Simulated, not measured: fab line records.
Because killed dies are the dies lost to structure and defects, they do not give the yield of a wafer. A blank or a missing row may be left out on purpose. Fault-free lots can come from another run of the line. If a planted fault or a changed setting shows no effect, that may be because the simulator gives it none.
Split-lot study | flow berkeley cmos170 | on a route of 331 steps: 5 lots, 23 wafers read

== THE SPLIT ITSELF ==
At UCB170_M2_EXPOSE_12 (exposes mask METAL2, target cd 700 nm), the setting dose mj was moved away from the recipe's 26 on 9 of the 23 wafers read, by -6.6% to +3.2%. All remaining wafers had this setting at the recipe value.

== FROM THE SPLIT TO THE READING: what the file shows between them, 6 steps ==
- UCB170_M2_PEB_13
- UCB170_M2_DEVELOP_14: develop time 45 s
- UCB170_M2_CD_MEAS_15: target cd 700 nm
- UCB170_M2_ETCH_17: etches BARC in N2/H2
- UCB170_M2_METAL_ETCH_18: etches Al in Cl2/BCl3, stops on SiO2, target depth 1170 nm, time 195 s
- UCB170_M2_STRIP_19: strips in O2

== THE READING ==
Shown in nm: cd nm at UCB170_M2_CD_MEAS_90, with target cd 700 nm. Typical for fault-free wafers on this fab line: 700.0 nm, with standard deviation 2.4 nm.

wafer  | tool, chamber at the split | dose mj as run | against the recipe | cd nm, nm | against lot-mates on the recipe
L076.1 | krf scanner-01, 0          | 25.27          | -2.8%              | 706.3     | +8.6
L076.2 | krf scanner-01, 0          | 26             | recipe             | 696.7     | -
L076.4 | krf scanner-01, 0          | 25.27          | -2.8%              | 704.7     | +7.0
L076.5 | krf scanner-01, 0          | 25.27          | -2.8%              | 706.3     | +8.6
L076.6 | krf scanner-01, 0          | 26             | recipe             | 698.7     | -
L077.1 | krf scanner-02, 0          | 26.82          | +3.2%              | 696.0     | -2.8
L077.2 | krf scanner-02, 0          | 26             | recipe             | 699.4     | -
L077.3 | krf scanner-02, 0          | 26.82          | +3.2%              | 695.4     | -3.4
L077.4 | krf scanner-02, 0          | 26.82          | +3.2%              | 693.4     | -5.4
L077.6 | krf scanner-02, 0          | 26             | recipe             | 698.3     | -
L079.1 | krf scanner-01, 0          | 24.29          | -6.6%              | 715.1     | +12.8
L079.3 | krf scanner-01, 0          | 24.29          | -6.6%              | 714.4     | +12.1
L079.4 | krf scanner-01, 0          | 24.29          | -6.6%              | 714.1     | +11.8
L079.5 | krf scanner-01, 0          | 26             | recipe             | 699.9     | -
L079.6 | krf scanner-01, 0          | 26             | recipe             | 704.7     | -
L081.1 | krf scanner-01, 0          | 26             | recipe             | 703.2     | -
L081.2 | krf scanner-01, 0          | 26             | recipe             | 702.6     | -
L081.3 | krf scanner-01, 0          | 26             | recipe             | 705.0     | -
L081.5 | krf scanner-01, 0          | 26             | recipe             | 701.2     | -
L081.6 | krf scanner-01, 0          | 26             | recipe             | 703.4     | -
L083.1 | krf scanner-01, 0          | 26             | recipe             | 699.4     | -
L083.2 | krf scanner-01, 0          | 26             | recipe             | 696.8     | -
L083.5 | krf scanner-01, 0          | 26             | recipe             | 700.0     | -

FIT RESULTS
A straight line over all 23 wafers: cd nm changes by -2.01 nm for each +1% of dose mj; r = -0.93; the points scatter about the line by 2.3 nm.
The same after taking each lot's own level away (the mean of its wafers on the recipe; 23 wafers): -1.82 nm for each +1%; r = -0.95; scatter 1.7 nm.
That fit puts the effect of the largest move of dose mj on the reading at 12 nm.
Across the lots, their own levels run from 697.70 to 703.08 nm, a range of 2.2 times the standard deviation given above.
So the lot-to-lot level changes the slope: the two fits differ.
Check: with one of the wafers moved furthest among these (-6.6%) left out of the fit, the line predicts +12.6 nm for it against its lot-mates. Against them it came out at +12.8 nm.

== THE WHOLE CHAIN: every reading that the file lists as answering this split, in the file's order ==
step                    | what it does                                                           | reading                                                   | change (the file's fit)              | r (the file's)
UCB170_M2_CD_MEAS_15    | target cd 700 nm                                                       | cd nm                                                     | -1.84 nm for each +1% of the setting | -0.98
UCB170_M2_ETCH_17       | etches BARC in N2/H2                                                   | M2.cd nm (the simulator's own value, which no gauge read) | -1.81 nm for each +1% of the setting | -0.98
UCB170_M2_METAL_ETCH_18 | etches Al in Cl2/BCl3, stops on SiO2, target depth 1170 nm, time 195 s | M2.cd nm (the simulator's own value, which no gauge read) | -1.93 nm for each +1% of the setting | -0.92
UCB170_M2_CD_MEAS_90    | target cd 700 nm                                                       | cd nm                                                     | -1.89 nm for each +1% of the setting | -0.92

== THE FILE'S OWN FIT ==
cd nm changes by -1.89 nm for each +1% of dose mj, r = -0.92.
